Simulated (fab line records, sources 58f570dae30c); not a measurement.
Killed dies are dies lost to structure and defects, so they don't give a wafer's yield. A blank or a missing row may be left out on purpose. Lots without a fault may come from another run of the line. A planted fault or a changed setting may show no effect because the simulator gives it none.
Chamber matching | flow berkeley_cmos170 | UCB170_V2_CVD_00 on pecvd-04: 3 sister chambers
The step deposits SiO2 from TEOS/O2, target thk 2000 nm, time 250 s. 18 wafers are shown with their chamber, then 9 later ones without.

WAFERS WITH THEIR CHAMBER
wafer  | chamber | heater_power_w (W)
L760.3 | 0       | 264
L760.4 | 0       | 330
L760.5 | 1       | 212
L764.3 | 0       | 274
L764.5 | 0       | 327
L764.6 | 2       | 410
L767.3 | 1       | 275
L767.4 | 2       | 298
L767.6 | 0       | 242
L765.1 | 2       | 372
L765.3 | 0       | 343
L765.4 | 1       | 208
L766.1 | 0       | 333
L766.4 | 1       | 299
L766.5 | 2       | 399
L772.1 | 0       | 338
L772.3 | 2       | 385
L772.6 | 0       | 239

SIGNATURES (means of the wafers above)
reading        | chamber 0 | chamber 1 | chamber 2 | scatter within a chamber
heater_power_w | 298.89    | 248.50    | 372.80    | 44
Rule: a wafer's distance from a chamber is the root of the sum, over the readings, of the square of ((its reading less the chamber's mean) divided by the reading's scatter). The wafer belongs to the nearest chamber; if the next one is less than 2 further off, it can't be placed. The scatter: the root of (the sum of the squares of (reading less its chamber's mean) over the shown wafers, divided by (wafers less chambers)).

WAFERS WITHOUT THEIR CHAMBER
wafer  | heater_power_w (W)
L769.3 | 292
L769.5 | 324
L769.6 | 302
L775.2 | 298
L775.3 | 382
L775.5 | 244
L782.2 | 409
L782.3 | 258
L782.4 | 307

WHICH CHAMBER EACH WENT THROUGH
wafer  | from the rows above          | in truth
L769.3 | can't be placed: 0 or 1 or 2 | 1
L769.5 | can't be placed: 0 or 2 or 1 | 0
L769.6 | can't be placed: 0 or 1 or 2 | 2
L775.2 | can't be placed: 0 or 1 or 2 | 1
L775.3 | can't be placed: 2 or 0      | 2
L775.5 | can't be placed: 1 or 0      | 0
L782.2 | can't be placed: 2 or 0      | 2
L782.3 | can't be placed: 1 or 0      | 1
L782.4 | can't be placed: 0 or 1 or 2 | 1
Placed correctly: 0 of 9. Can't be placed from these rows: 9 (the true chamber is among the candidates in 9). Placed wrongly: 0.
